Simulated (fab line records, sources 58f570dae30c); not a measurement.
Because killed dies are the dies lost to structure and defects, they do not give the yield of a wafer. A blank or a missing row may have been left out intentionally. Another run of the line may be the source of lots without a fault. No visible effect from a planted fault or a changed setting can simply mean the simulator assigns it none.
fab line records	flow berkeleyCmos170	part 1 of 2: steps 1 to 27 of 37
record: lots: 5	wafers: 15	lastDay: 11
route steps=331 shown NSD@192 BACKSIDE@199 SDANNEAL@204 PSD@206 PLDD@208 NLDD@209 SILICIDE@210 CONTACT@216
lots that met no fault: from a run of the same line without faults
startH: start of the lot's first displayed wafer, in hours after the record's first day	waitH: hours since the lot's step before	" unchanged from the row above	L1.1+2: a single row standing in for several wafers	- no value present, or no start provided	* or withheld: withheld	< > ~ a bound
route shown NAME@n: a module of which the file shows steps, and the number in the route of the first	usual: average and standard deviation across the fault-free wafers	same: alike in all rows	chamber/n: place in a boat	sites: per-site readings	_std_site: their standard deviation	_edge_site: outer sites' mean less inner sites'	radiusMm: for every site, how far away it sits from the centre of the wafer	mask NAME#n: copy n	behind: the most recent tool/chamber to have shaped the wafer	hold: why the lot was held/for how many hours/how that ended	device: transistor that didn't switch, given as n, p or np	end of line: tests of these same wafers at the route's end	a step without rows: its recipe alone	killed: dies that structure and defects cost at the first sort, which is not the same as the wafer's yield	map: per-die view of a wafer (x killed, . not killed, _ where there is no die)
set.NAME: the setting the step ran with; set.NAME@STEP: the setting that earlier step ran with	model.NAME: the simulator's own value behind a step, which no gauge read
certain route steps with their lots: each step a table, each wafer a row
services: a tool's chamber out of use, with start hour (startH, from the record's first day; less than 0 if before it), hours out, and reason
== steps ==
step: UCB170_NSD_DEVELOP_05
recipe: developer: TMAH	developTimeS: 45	resist: KrF	devTempC: 21
usual: resistLineTempC: 22.99/0.1
lot.wafer	tool	chamber	startH	waitH	resistLineTempC
L078.1	lithoTrack-02	0	-	-	23.13
L078.3	"	0	"	"	22.96
L078.6	"	0	"	"	22.93
L085.1	lithoTrack-03	0	-	-	22.96
L085.3	"	0	"	"	22.98
L085.5	"	0	"	"	22.92
L088.1	lithoTrack-03	0	-	-	22.84
L088.2	"	0	"	"	23.00
L088.3	"	0	"	"	23.13
L093.2	lithoTrack-04	0	-	-	22.94
L093.3	"	0	"	"	23.11
L093.6	"	0	"	"	23.24
L094.1	lithoTrack-04	0	-	-	23.13
L094.3	"	0	"	"	23.11
L094.6	"	0	"	"	23.02
step: UCB170_NSD_CD_MEAS_06
recipe: targetCdNm: 1200
usual: cdNm: 1200.3/1.6
lot.wafer	tool	chamber	startH	waitH	cdNm
L078.1	cdSem-01	-	150.43	-	1200.8
L078.3	"	-	"	"	1199.4
L078.6	"	-	"	"	1199.6
L085.1	cdSem-01	-	183.40	-	1199.2
L085.3	"	-	"	"	1198.8
L085.5	"	-	"	"	1200.1
L088.1	cdSem-01	-	200.47	-	1200.9
L088.2	"	-	"	"	1199.7
L088.3	"	-	"	"	1200.7
L093.2	cdSem-01	-	235.02	-	1200.6
L093.3	"	-	"	"	1201.9
L093.6	"	-	"	"	1200.8
L094.1	cdSem-02	-	235.55	-	1198.3
L094.3	"	-	"	"	1197.4
L094.6	"	-	"	"	1198.2
step: UCB170_NSD_OVL_MEAS_07
usual: NSD_OVL: 2/6.5
lot.wafer	tool	chamber	startH	waitH	NSD_OVL[nm]
L078.1	overlay-02	-	150.55	0.1	12
L078.3	"	-	"	"	4
L078.6	"	-	"	"	9
L085.1	overlay-01	-	183.52	0.1	-4
L085.3	"	-	"	"	-7
L085.5	"	-	"	"	0
L088.1	overlay-02	-	200.59	0.1	2
L088.2	"	-	"	"	-3
L088.3	"	-	"	"	2
L093.2	overlay-01	-	235.12	0.1	8
L093.3	"	-	"	"	0
L093.6	"	-	"	"	2
L094.1	overlay-02	-	235.67	0.1	9
L094.3	"	-	"	"	3
L094.6	"	-	"	"	13
step: UCB170_NSD_IMPLANT_08
recipe: species: P	doseCm2: 3e+15	energyKev: 39.78	tiltDeg: 7
lot.wafer	tool	chamber	startH	waitH
L078.1+3+6	implanter-03	0	150.58	0.0
L085.1+3+5	implanter-02	0	183.56	0.0
L088.1+2+3	implanter-01	0	200.63	0.0
L093.2+3+6	implanter-02	0	235.18	0.0
L094.1+3+6	implanter-01	0	235.71	0.0
step: UCB170_NSD_STRIP_09
recipe: chemistry: O2	powerW: 400	pressureMtorr: 3500	platenTempC: withheld	o2FlowSccm: 400	overashFraction: 0.5
usual: drypumpMotorCurrentA: 5.5/0.45	oesProductAu: 0.535/0.0048	stripTimeToEndpointS: 35.72/0.083
same: overashFraction: 0.5
lot.wafer	tool	chamber	startH	waitH	drypumpMotorCurrentA	oesProductAu	rfHoursCounterH	stripTimeToEndpointS
L078.1	plasmaAsher-04	1	150.73	0.1	5.7	0.545	5	35.65
L078.3	"	0	"	"	5.3	0.539	-	35.67
L078.6	"	1	"	"	5.7	0.534	-	35.67
L085.1	plasmaAsher-01	1	183.71	0.1	4.8	0.529	45	35.70
L085.3	"	0	"	"	5.5	0.534	-	35.67
L085.5	"	0	"	"	5.5	0.533	-	35.69
L088.1	plasmaAsher-04	0	200.78	0.1	5.3	0.535	11	35.60
L088.2	"	1	"	"	5.7	0.539	11	35.71
L088.3	"	1	"	"	5.7	0.534	-	35.72
L093.2	plasmaAsher-01	1	235.30	0.1	4.8	0.540	49	35.71
L093.3	"	1	"	"	4.9	0.533	-	35.68
L093.6	"	0	"	"	5.5	0.546	-	35.66
L094.1	plasmaAsher-04	1	235.86	0.1	5.7	0.540	14	35.88
L094.3	"	0	"	"	5.3	0.533	-	35.86
L094.6	"	0	"	"	5.4	0.534	-	35.81
step: UCB170_NSD_TW_MEAS_10
usual: NSD_TW: 4190/31
lot.wafer	tool	chamber	startH	waitH	NSD_TW
L078.1	filmMetro-04	-	150.83	0.1	4180
L078.3	"	-	"	"	4186
L078.6	"	-	"	"	4160
L085.1	filmMetro-04	-	183.81	0.1	4187
L085.3	"	-	"	"	4197
L085.5	"	-	"	"	4212
L088.1	filmMetro-02	-	200.88	0.1	4180
L088.2	"	-	"	"	4168
L088.3	"	-	"	"	4189
L093.2	filmMetro-04	-	235.41	0.1	4153
L093.3	"	-	"	"	4146
L093.6	"	-	"	"	4168
L094.1	filmMetro-04	-	235.96	0.1	4175
L094.3	"	-	"	"	4167
L094.6	"	-	"	"	4185
step: UCB170_NSD_CLEAN_11
recipe: chemistry: SPM	tempC: 120	timeS: 600
lot.wafer	tool	chamber	startH	waitH
L078.1+3+6	wetBench-03	3	150.91	0.1
L085.1+3+5	wetBench-03	3	183.87	0.1
L088.1+2+3	wetBench-01	3	200.94	0.1
L093.2+3+6	wetBench-02	1	235.46	0.0
L094.1+3+6	wetBench-03	1	236.02	0.1
step: UCB170_BACKSIDE_HMDS_00
recipe: primeTimeS: 60	primeTempC: 100
usual: primeTempC: 99.98/0.12	resistLineTempC: 22.99/0.097
lot.wafer	tool	chamber	startH	waitH	primeTempC	resistLineTempC
L078.1	lithoTrack-01	0	151.66	0.4	99.82	23.03
L078.3	"	0	"	"	99.86	23.20
L078.6	"	0	"	"	99.89	23.23
L085.1	lithoTrack-02	0	184.04	0.0	100.14	22.91
L085.3	"	0	"	"	100.01	22.93
L085.5	"	0	"	"	100.05	22.96
L088.1	lithoTrack-01	0	201.49	0.4	100.25	23.00
L088.2	"	0	"	"	100.21	22.83
L088.3	"	0	"	"	100.10	22.91
L093.2	lithoTrack-01	0	235.66	0.0	100.02	22.76
L093.3	"	0	"	"	99.94	23.01
L093.6	"	0	"	"	99.86	22.93
L094.1	lithoTrack-04	0	236.51	0.3	99.97	22.95
L094.3	"	0	"	"	100.03	23.04
L094.6	"	0	"	"	99.99	22.98
step: UCB170_BACKSIDE_COAT_01
recipe: resist: KrF	spinRpm: 1500	resistThkNm: 900
usual: resistLineTempC: 22.98/0.1
lot.wafer	tool	chamber	startH	waitH	resistLineTempC
L078.1	lithoTrack-01	0	151.81	0.1	23.23
L078.3	"	0	"	"	23.11
L078.6	"	0	"	"	23.23
L085.1	lithoTrack-02	0	184.19	0.1	22.95
L085.3	"	0	"	"	22.94
L085.5	"	0	"	"	23.06
L088.1	lithoTrack-01	0	201.64	0.1	22.94
L088.2	"	0	"	"	22.88
L088.3	"	0	"	"	22.93
L093.2	lithoTrack-01	0	235.81	0.1	23.01
L093.3	"	0	"	"	22.91
L093.6	"	0	"	"	22.83
L094.1	lithoTrack-04	0	236.66	0.1	22.88
L094.3	"	0	"	"	22.95
L094.6	"	0	"	"	22.93
step: UCB170_BACKSIDE_SOFTBAKE_02
recipe: resist: KrF	tempC: 130	timeS: 60
usual: resistLineTempC: 23.03/0.1
lot.wafer	tool	chamber	startH	waitH	resistLineTempC
L078.1	lithoTrack-01	0	151.96	0.1	22.80
L078.3	"	0	"	"	22.90
L078.6	"	0	"	"	22.98
L085.1	lithoTrack-02	0	184.34	0.1	23.18
L085.3	"	0	"	"	23.10
L085.5	"	0	"	"	23.10
L088.1	lithoTrack-01	0	201.79	0.1	23.19
L088.2	"	0	"	"	23.05
L088.3	"	0	"	"	23.16
L093.2	lithoTrack-01	0	235.96	0.1	22.86
L093.3	"	0	"	"	22.92
L093.6	"	0	"	"	22.93
L094.1	lithoTrack-04	0	236.81	0.1	23.05
L094.3	"	0	"	"	23.05
L094.6	"	0	"	"	23.21
step: UCB170_BACKSIDE_STRIP_03
recipe: chemistry: O2	powerW: 400	pressureMtorr: 3500	platenTempC: withheld	o2FlowSccm: 400	overashFraction: 0.5
usual: drypumpMotorCurrentA: 5.5/0.6	oesProductAu: 0.735/0.0046	stripTimeToEndpointS: 21.97/0.066
same: overashFraction: 0.5
lot.wafer	tool	chamber	startH	waitH	drypumpMotorCurrentA	oesProductAu	rfHoursCounterH	stripTimeToEndpointS
L078.1	plasmaAsher-01	1	152.11	0.1	4.9	0.735	41	22.02
L078.3	"	1	"	"	4.8	0.734	-	22.07
L078.6	"	0	"	"	5.5	0.733	-	22.07
L085.1	plasmaAsher-02	0	184.49	0.1	6.4	0.737	56	21.99
L085.3	"	1	"	"	5.0	0.734	-	22.00
L085.5	"	0	"	"	6.4	0.740	-	21.98
L088.1	plasmaAsher-01	0	201.94	0.1	5.5	0.733	46	22.07
L088.2	"	1	"	"	4.8	0.741	46	22.05
L088.3	"	0	"	"	5.5	0.748	-	22.07
L093.2	plasmaAsher-03	1	236.09	0.1	5.2	0.735	46	21.99
L093.3	"	0	"	"	6.3	0.723	-	22.08
L093.6	"	0	"	"	6.3	0.740	-	22.08
L094.1	plasmaAsher-03	0	236.96	0.1	6.3	0.733	46	21.99
L094.3	"	1	"	"	5.1	0.730	-	21.92
L094.6	"	1	"	"	5.1	0.736	-	22.05
step: UCB170_BACKSIDE_CLEAN_04
recipe: chemistry: SPM	tempC: 120	timeS: 600
lot.wafer	tool	chamber	startH	waitH
L078.1+3+6	wetBench-03	3	152.85	0.7
L085.1+3+5	wetBench-03	0	184.59	0.1
L088.1+2+3	wetBench-02	1	202.04	0.1
L093.2+3+6	wetBench-04	2	236.19	0.1
L094.1+3+6	wetBench-04	0	237.06	0.1
step: UCB170_SDANNEAL_RTA_00
recipe: tempC: 900	timeS: 10	ambient: N2
usual: lampPowerPct: 24.5/1.6	wafer_temp_C_max: 904.3/1.2
lot.wafer	tool	chamber	startH	waitH	lampPowerPct	wafer_temp_C_max
L078.1	rtpAnneal-01	0	153.23	0.0	23.2	903.8
L078.3	"	0	"	"	23.2	903.5
L078.6	"	0	"	"	23.2	903.1
L085.1	rtpAnneal-01	0	184.77	0.0	23.2	903.0
L085.3	"	0	"	"	23.2	903.3
L085.5	"	0	"	"	23.2	905.0
L088.1	rtpAnneal-02	0	202.22	0.0	26.4	906.4
L088.2	"	0	"	"	26.3	904.5
L088.3	"	0	"	"	26.3	905.5
L093.2	rtpAnneal-02	0	236.37	0.0	26.4	904.9
L093.3	"	0	"	"	26.4	904.5
L093.6	"	0	"	"	26.3	906.9
L094.1	rtpAnneal-02	0	237.23	0.0	26.4	906.6
L094.3	"	0	"	"	26.3	903.9
L094.6	"	0	"	"	26.4	908.0
step: UCB170_SDANNEAL_RTA_01
recipe: tempC: 1050	timeS: 5	ambient: N2
usual: lampPowerPct: 37.9/2.4	wafer_temp_C_max: 1054.8/1.3
lot.wafer	tool	chamber	startH	waitH	lampPowerPct	wafer_temp_C_max
L078.1	rtpAnneal-01	0	153.30	0.1	35.8	1054.0
L078.3	"	0	"	"	35.8	1053.7
L078.6	"	0	"	"	35.8	1054.5
L085.1	rtpAnneal-01	0	184.84	0.1	35.8	1053.5
L085.3	"	0	"	"	35.9	1056.0
L085.5	"	0	"	"	35.9	1054.5
L088.1	rtpAnneal-02	0	202.29	0.1	40.7	1055.8
L088.2	"	0	"	"	40.7	1055.9
L088.3	"	0	"	"	40.7	1056.3
L093.2	rtpAnneal-02	0	236.44	0.1	40.7	1056.5
L093.3	"	0	"	"	40.7	1056.1
L093.6	"	0	"	"	40.7	1054.7
L094.1	rtpAnneal-02	0	237.30	0.1	40.7	1055.3
L094.3	"	0	"	"	40.8	1054.2
L094.6	"	0	"	"	40.7	1056.7
step: UCB170_SDANNEAL_RS_MEAS_02
recipe: thkMeasGauge: four-point-probe
usual: PSD_RS: 75.44/0.28
lot.wafer	tool	chamber	startH	waitH	PSD_RS[ohm/sq]
L078.1	filmMetro-02	-	153.35	0.0	75.72
L078.3	"	-	"	"	76.16
L078.6	"	-	"	"	76.19
L085.1	filmMetro-03	-	184.89	0.0	75.28
L085.3	"	-	"	"	75.27
L085.5	"	-	"	"	75.28
L088.1	filmMetro-02	-	202.34	0.0	75.43
L088.2	"	-	"	"	75.33
L088.3	"	-	"	"	75.17
L093.2	filmMetro-03	-	236.51	0.1	74.75
L093.3	"	-	"	"	74.72
L093.6	"	-	"	"	75.10
L094.1	filmMetro-03	-	237.36	0.0	75.45
L094.3	"	-	"	"	75.28
L094.6	"	-	"	"	75.55
step: UCB170_SDANNEAL_RS_MEAS_03
recipe: thkMeasGauge: four-point-probe
usual: NSD_RS: 37.28/0.077
lot.wafer	tool	chamber	startH	waitH	NSD_RS[ohm/sq]
L078.1	filmMetro-02	-	153.47	0.1	37.22
L078.3	"	-	"	"	37.30
L078.6	"	-	"	"	37.27
L085.1	filmMetro-03	-	185.01	0.1	37.21
L085.3	"	-	"	"	37.18
L085.5	"	-	"	"	37.19
L088.1	filmMetro-02	-	202.46	0.1	37.24
L088.2	"	-	"	"	37.24
L088.3	"	-	"	"	37.24
L093.2	filmMetro-03	-	236.63	0.1	37.34
L093.3	"	-	"	"	37.36
L093.6	"	-	"	"	37.36
L094.1	filmMetro-03	-	237.48	0.1	37.18
L094.3	"	-	"	"	37.18
L094.6	"	-	"	"	37.23
step: UCB170_SDANNEAL_RS_MEAS_04
recipe: thkMeasGauge: four-point-probe
usual: PLDD_RS: 1030.6/2.3
lot.wafer	tool	chamber	startH	waitH	PLDD_RS[ohm/sq]
L078.1	filmMetro-02	-	153.59	0.1	1034.4
L078.3	"	-	"	"	1032.8
L078.6	"	-	"	"	1033.5
L085.1	filmMetro-03	-	185.13	0.1	1030.1
L085.3	"	-	"	"	1031.2
L085.5	"	-	"	"	1031.0
L088.1	filmMetro-02	-	202.58	0.1	1027.9
L088.2	"	-	"	"	1029.6
L088.3	"	-	"	"	1026.9
L093.2	filmMetro-03	-	236.75	0.1	1030.8
L093.3	"	-	"	"	1032.3
L093.6	"	-	"	"	1029.5
L094.1	filmMetro-03	-	237.60	0.1	1028.1
L094.3	"	-	"	"	1026.6
L094.6	"	-	"	"	1030.3
step: UCB170_SDANNEAL_RS_MEAS_05
recipe: thkMeasGauge: four-point-probe
usual: NLDD_RS: 620.5/1.3
lot.wafer	tool	chamber	startH	waitH	NLDD_RS[ohm/sq]
L078.1	filmMetro-02	-	153.71	0.1	622.6
L078.3	"	-	"	"	622.9
L078.6	"	-	"	"	622.2
L085.1	filmMetro-03	-	185.25	0.1	619.6
L085.3	"	-	"	"	620.7
L085.5	"	-	"	"	621.4
L088.1	filmMetro-02	-	202.70	0.1	617.5
L088.2	"	-	"	"	617.7
L088.3	"	-	"	"	617.9
L093.2	filmMetro-03	-	236.87	0.1	618.7
L093.3	"	-	"	"	619.4
L093.6	"	-	"	"	619.5
L094.1	filmMetro-03	-	237.72	0.1	620.9
L094.3	"	-	"	"	619.2
L094.6	"	-	"	"	619.4
step: UCB170_SILICIDE_PRE_CLEAN_00
recipe: gas: Ar	precleanEtchTimeS: 60
lot.wafer	tool	chamber	startH	waitH
L078.1+3+6	pvdSputter-01	-	153.83	0.1
L085.1+3+5	pvdSputter-02	-	185.37	0.1
L088.1+2+3	pvdSputter-01	-	202.82	0.1
L093.2+3+6	pvdSputter-02	-	236.97	0.1
L094.1+3+6	pvdSputter-04	-	237.84	0.1
step: UCB170_SILICIDE_SPUTTER_01
recipe: material: Ti	targetThkNm: 30	timeS: 25	powerW: 1500	chamberPressurePa: 0.5122
usual: throttleValvePct: 30.2/0.96
lot.wafer	tool	chamber	startH	waitH	throttleValvePct
L078.1	pvdSputter-01	-	153.90	0.0	29.5
L078.3	"	-	"	"	29.7
L078.6	"	-	"	"	30.8
L085.1	pvdSputter-02	-	185.44	0.0	30.3
L085.3	"	-	"	"	30.9
L085.5	"	-	"	"	30.3
L088.1	pvdSputter-01	-	202.89	0.0	30.9
L088.2	"	-	"	"	30.5
L088.3	"	-	"	"	29.5
L093.2	pvdSputter-02	-	237.03	0.0	30.6
L093.3	"	-	"	"	30.8
L093.6	"	-	"	"	30.5
L094.1	pvdSputter-04	-	237.91	0.0	28.9
L094.3	"	-	"	"	31.9
L094.6	"	-	"	"	28.6
step: UCB170_SILICIDE_RS_MEAS_02
recipe: thkMeasGauge: four-point-probe	reads: Ti_of_SILICIDE_SPUTTER_01
usual: SILICIDE_TI_RS: 26.3/0.35
lot.wafer	tool	chamber	startH	waitH	SILICIDE_TI_RS[ohm/sq]
L078.1	filmMetro-01	-	153.93	0.0	26.5
L078.3	"	-	"	"	26.6
L078.6	"	-	"	"	26.6
L085.1	filmMetro-01	-	185.47	0.0	26.2
L085.3	"	-	"	"	26.2
L085.5	"	-	"	"	26.2
L088.1	filmMetro-01	-	202.92	0.0	25.5
L088.2	"	-	"	"	25.8
L088.3	"	-	"	"	25.6
L093.2	filmMetro-01	-	237.08	0.0	26.6
L093.3	"	-	"	"	26.9
L093.6	"	-	"	"	26.6
L094.1	filmMetro-02	-	237.94	0.0	26.5
L094.3	"	-	"	"	26.5
L094.6	"	-	"	"	26.4
step: UCB170_SILICIDE_THK_MEAS_03
recipe: thkMeasGauge: xrf	reads: Ti_of_SILICIDE_SPUTTER_01
usual: SILICIDE_TI_THK: 29.6/0.35
lot.wafer	tool	chamber	startH	waitH	SILICIDE_TI_THK[nm]
L078.1	filmMetro-01	-	154.05	0.1	29.4
L078.3	"	-	"	"	29.4
L078.6	"	-	"	"	29.3
L085.1	filmMetro-01	-	185.59	0.1	29.6
L085.3	"	-	"	"	29.6
L085.5	"	-	"	"	29.5
L088.1	filmMetro-01	-	203.04	0.1	30.4
L088.2	"	-	"	"	30.1
L088.3	"	-	"	"	30.4
L093.2	filmMetro-01	-	237.19	0.1	29.3
L093.3	"	-	"	"	29.1
L093.6	"	-	"	"	29.5
L094.1	filmMetro-02	-	238.06	0.1	29.2
L094.3	"	-	"	"	29.3
L094.6	"	-	"	"	29.2
step: UCB170_SILICIDE_RTA_04
recipe: tempC: 650	timeS: 15	ambient: N2
usual: lampPowerPct: 10.8/0.65	wafer_temp_C_max: 653.3/0.94
lot.wafer	tool	chamber	startH	waitH	lampPowerPct	wafer_temp_C_max
L078.1	rtpAnneal-02	0	154.11	0.1	11.3	654.6
L078.3	"	0	"	"	11.3	653.2
L078.6	"	0	"	"	11.3	655.1
L085.1	rtpAnneal-01	0	185.65	0.1	9.9	652.4
L085.3	"	0	"	"	10.0	652.3
L085.5	"	0	"	"	9.9	654.4
L088.1	rtpAnneal-01	0	203.10	0.1	10.0	652.7
L088.2	"	0	"	"	9.9	653.3
L088.3	"	0	"	"	10.0	653.0
L093.2	rtpAnneal-01	0	237.26	0.1	10.0	652.5
L093.3	"	0	"	"	10.0	652.6
L093.6	"	0	"	"	10.0	652.1
L094.1	rtpAnneal-02	0	238.12	0.1	11.3	655.8
L094.3	"	0	"	"	11.3	654.2
L094.6	"	0	"	"	11.3	653.9
step: UCB170_SILICIDE_WET_ETCH_05
recipe: chemistry: SPM	timeS: 45	tempC: 120	target: Ti
lot.wafer	tool	chamber	startH	waitH
L078.1+3+6	wetBench-03	1	154.21	0.1
L085.1+3+5	wetBench-03	3	185.76	0.1
L088.1+2+3	wetBench-03	2	203.18	0.1
L093.2+3+6	wetBench-03	0	237.32	0.1
L094.1+3+6	wetBench-03	0	238.19	0.1
step: UCB170_CONTACT_CLEAN_00
recipe: chemistry: SPM	tempC: 120	timeS: 600
lot.wafer	tool	chamber	startH	waitH
L078.1+3+6	wetBench-03	3	154.23	0.0
L085.1+3+5	wetBench-03	3	185.78	0.0
L088.1+2+3	wetBench-03	3	203.20	0.0
L093.2+3+6	wetBench-04	0	237.34	0.0
L094.1+3+6	wetBench-03	3	238.21	0.0
step: UCB170_CONTACT_CVD_01
recipe: material: PSG	targetThkNm: 700	tempC: 450	precursor: SiH4/O2/PH3	timeS: 2820	pressureMtorr: 300	sih4FlowSccm: 60	o2FlowSccm: 90	ph3FlowSccm: 25
usual: zonePowerSourcePct: 6.8/0.78
lot.wafer	tool	chamber	startH	waitH	zonePowerSourcePct
L078.1	lpcvd-02	0	155.39	1.0	6.7
L078.3	"	0	"	"	6.5
L078.6	"	0	"	"	6.5
L085.1	lpcvd-02	0	185.96	0.0	6.6
L085.3	"	0	"	"	6.6
L085.5	"	0	"	"	6.6
L088.1	lpcvd-01	0	203.37	0.0	6.2
L088.2	"	0	"	"	6.0
L088.3	"	0	"	"	6.1
L093.2	lpcvd-01	1	237.52	0.0	8.2
L093.3	"	1	"	"	8.3
L093.6	"	1	"	"	8.2
L094.1	lpcvd-01	1	239.30	0.9	8.3
L094.3	"	1	"	"	8.2
L094.6	"	1	"	"	8.2
step: UCB170_CONTACT_THK_MEAS_02
recipe: reads: PSG_of_CONTACT_CVD_01
usual: CONTACT_PSG_THK: 702/7.3
lot.wafer	tool	chamber	startH	waitH	CONTACT_PSG_THK[nm]
L078.1	filmMetro-03	-	157.18	0.0	710
L078.3	"	-	"	"	708
L078.6	"	-	"	"	713
L085.1	filmMetro-02	-	187.74	0.0	701
L085.3	"	-	"	"	700
L085.5	"	-	"	"	693
L088.1	filmMetro-03	-	205.16	0.0	707
L088.2	"	-	"	"	705
L088.3	"	-	"	"	713
L093.2	filmMetro-03	-	239.31	0.0	699
L093.3	"	-	"	"	697
L093.6	"	-	"	"	707
L094.1	filmMetro-02	-	241.08	0.0	702
L094.3	"	-	"	"	696
L094.6	"	-	"	"	702
